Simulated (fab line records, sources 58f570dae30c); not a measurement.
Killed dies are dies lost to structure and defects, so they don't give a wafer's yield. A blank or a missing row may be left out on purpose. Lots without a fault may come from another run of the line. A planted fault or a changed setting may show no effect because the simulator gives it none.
Split-lot experiment | flow berkeley_cmos170 | 5 lots, 23 wafers read, on a route of 331 steps

THE SPLIT
At UCB170_M1_SPUTTER_00 (material Al, target thk 600 nm, time 80 s), the setting power_w was moved away from the recipe's 6000 W on 5 of the 23 wafers read, by -9.8% to -8.7%. The other wafers ran this setting at the recipe's value.

FROM THE SPLIT TO THE READING: what the file shows between them, 1 step
- UCB170_M1_RS_MEAS_01: measures by four-point-probe

THE READING
M1_AL_THK, in nm, at UCB170_M1_THK_MEAS_02 (measures by xrf). Fault-free wafers of this fab line usually give 595 nm, standard deviation 10 nm.

wafer  | tool, chamber at the split | power_w as run, W | against the recipe | M1_AL_THK, nm | against lot-mates on the recipe
L074.2 | pvd_sputter-04, -          | 5415              | -9.8%              | 529           | -62
L074.3 | pvd_sputter-04, -          | 6000              | recipe             | 580           | -
L074.4 | pvd_sputter-04, -          | 5415              | -9.8%              | 539           | -52
L074.5 | pvd_sputter-04, -          | 6000              | recipe             | 602           | -
L074.6 | pvd_sputter-04, -          | 5415              | -9.8%              | 520           | -71
L078.2 | pvd_sputter-03, -          | 6000              | recipe             | 606           | -
L078.3 | pvd_sputter-03, -          | 6000              | recipe             | 601           | -
L078.4 | pvd_sputter-03, -          | 6000              | recipe             | 587           | -
L075.1 | pvd_sputter-02, -          | 6000              | recipe             | 592           | -
L075.2 | pvd_sputter-02, -          | 6000              | recipe             | 604           | -
L075.3 | pvd_sputter-02, -          | 6000              | recipe             | 593           | -
L075.4 | pvd_sputter-02, -          | 6000              | recipe             | 595           | -
L075.5 | pvd_sputter-02, -          | 6000              | recipe             | 599           | -
L076.2 | pvd_sputter-03, -          | 6000              | recipe             | 585           | -
L076.3 | pvd_sputter-03, -          | 6000              | recipe             | 597           | -
L076.4 | pvd_sputter-03, -          | 6000              | recipe             | 591           | -
L076.5 | pvd_sputter-03, -          | 6000              | recipe             | 583           | -
L076.6 | pvd_sputter-03, -          | 6000              | recipe             | 597           | -
L085.1 | pvd_sputter-04, -          | 5478              | -8.7%              | 520           | -71
L085.3 | pvd_sputter-04, -          | 5478              | -8.7%              | 537           | -54
L085.4 | pvd_sputter-04, -          | 6000              | recipe             | 592           | -
L085.5 | pvd_sputter-04, -          | 6000              | recipe             | 582           | -
L085.6 | pvd_sputter-04, -          | 6000              | recipe             | 598           | -

THE FIT
A straight line over all 23 wafers: M1_AL_THK changes by +6.89 nm for each +1% of power_w; r = +0.96; the points scatter about the line by 8.2 nm.
The same after taking each lot's own level away (the mean of its wafers on the recipe; 23 wafers): +6.6 nm for each +1%; r = +0.96; scatter 7.6 nm.
On that fit, the largest move of power_w shifts the reading by 64 nm.
The lots' own levels span 590.6 to 598.0 nm, that is 0.7 times the standard deviation above.
So the lot-to-lot level changes the slope little: the two slopes agree.
Check: with one of the wafers moved furthest among these (-9.8%) left out of the fit, the line predicts -65.1 nm for it against its lot-mates. It came out at -62 nm against them.

OTHER SPLITS ON THESE WAFERS
These wafers also went through other splits before the reading. Each is held against what the fit with the lots' levels taken away leaves over:
other split on the same wafers       | wafers away from the commonest value | r with M1_AL_THK (lot level and that fit taken away)
UCB170_PSD_IMPLANT_08 energy_kev     | 4                                    | -0.13
UCB170_NSD_EXPOSE_03 dose_mj         | 5                                    | -0.22
UCB170_NSD_IMPLANT_08 energy_kev     | 4                                    | +0.07
UCB170_CONTACT_COAT_10 resist_thk_nm | 6                                    | +0.10
UCB170_CONTACT_EXPOSE_12 dose_mj     | 8                                    | +0.01

THE WHOLE CHAIN: every reading that the file lists as answering this split, in the file's order
step                  | what it does                              | reading                                                                     | change (the file's fit)               | r (the file's)
UCB170_M1_SPUTTER_00  | material Al, target thk 600 nm, time 80 s | Al_of_M1_SPUTTER_00.thk_nm (the simulator's own value, which no gauge read) | +6.49 nm for each +1% of the setting  | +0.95
UCB170_M1_RS_MEAS_01  | measures by four-point-probe              | M1_AL_RS                                                                    | -0.000611 for each +1% of the setting | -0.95
UCB170_M1_THK_MEAS_02 | measures by xrf                           | M1_AL_THK                                                                   | +6.68 for each +1% of the setting     | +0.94

THE FILE'S OWN FIT
M1_AL_THK changes by +6.68 nm for each +1% of power_w, r = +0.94.
